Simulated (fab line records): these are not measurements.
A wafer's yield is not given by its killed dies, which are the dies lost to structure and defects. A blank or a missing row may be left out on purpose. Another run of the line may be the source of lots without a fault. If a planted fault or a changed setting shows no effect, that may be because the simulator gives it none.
One fault seen from 2 desks	flow berkeley_cmos170	what lay behind the numbers comes last; until then each desk has only its own

== FROM THE METROLOGY DESK ==
What the gauges read for every lot (on any tool): the sampled wafers with a number, averaged. If a lot's mean is further than 4 standard deviations from the usual mean, the lot is out of limits and carries the mark OUT (the distance appears in the brackets).
Columns: A = NLDD_TW at UCB170_NLDD_TW_MEAS_11, usual 2202; B = NLDD_RS at UCB170_SDANNEAL_RS_MEAS_05, usual 618.0 ohm/sq
lot	first seen here	A	B
L147	day 7 22:56	2222	618.8
L148	day 8 10:55	2198	616.9
L150	day 8 11:11	2214	616.6
L151	day 8 11:28	2200	618.3
L149	day 8 11:46	2217	618.5
L153	day 8 23:28	2182	619.4
L152	day 9 00:16	2178	620.2
L155	day 9 16:44	2227	617.4
L157	day 10 06:44	2182	619.1
L163	day 11 08:10	2292 (+4.1) OUT	537.5 (-67) OUT
L162	day 11 08:17	2202	617.2
L165	day 11 22:04	2333 (+5.9) OUT	536.3 (-68) OUT
L168	day 12 07:59	2221	617.5
L167	day 12 08:29	2164	617.4
This desk's finding: out of limits on L163, L165; first on L163, day 11 08:10 (NLDD_TW at UCB170_NLDD_TW_MEAS_11). L147, L148, L150, L151, L149, L153, L152, L155, L157, L162, L168, L167 stayed within limits.

== AT THE TOOL OWNER'S DESK: implanter-04 ==
The tool's own readings at UCB170_NLDD_IMPLANT_09, given as means over the sampled wafers that have a number, one for each lot that went through this tool. If a lot's mean is further than 4 standard deviations from the usual mean, the lot is out of limits and carries the mark OUT (the distance appears in the brackets).
Columns: A = dose_ions_cm2 at UCB170_NLDD_IMPLANT_09, usual 5.002e+13; B = faraday_current_uA at UCB170_NLDD_IMPLANT_09, usual 158.8
lot	first seen here	A	B
L148	day 8 10:40	5.002e+13	160.8
L151	day 8 11:14	4.996e+13	157.2
L149	day 8 11:31	5.001e+13	159.1
L153	day 8 23:14	5.006e+13	156.9
L157	day 10 06:29	5.002e+13	160.2
L163	day 11 07:55	7.258e+13 (+99 or more) OUT	228.9 (+23) OUT
L165	day 11 21:49	7.253e+13 (+99 or more) OUT	228.9 (+23) OUT
This desk finds L163, L165 out of limits, L163 being first, at day 11 07:55 (dose_ions_cm2 at UCB170_NLDD_IMPLANT_09). L148, L151, L149, L153, L157 stayed within limits.

== PUT TOGETHER ==
The tool owner's desk could have raised an alarm at day 11 07:55, on L163, L165.
At day 11 08:10 the metrology desk could have sounded an alarm, on L163, L165.
The lots listed all ran UCB170_NLDD_IMPLANT_09 on implanter-04.

== WHAT THE SIMULATOR PUT IN ==
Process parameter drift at UCB170_NLDD_IMPLANT_09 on implanter-04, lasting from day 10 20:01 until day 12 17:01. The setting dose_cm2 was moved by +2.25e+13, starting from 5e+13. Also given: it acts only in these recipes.
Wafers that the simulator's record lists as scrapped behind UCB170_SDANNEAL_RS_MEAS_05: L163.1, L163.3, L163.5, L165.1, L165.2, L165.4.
Lots struck among those shown: L163, L165.
Time in hours from fault onset to the first out-of-limits reading at each desk: tool owner's desk 12, metrology desk 12.
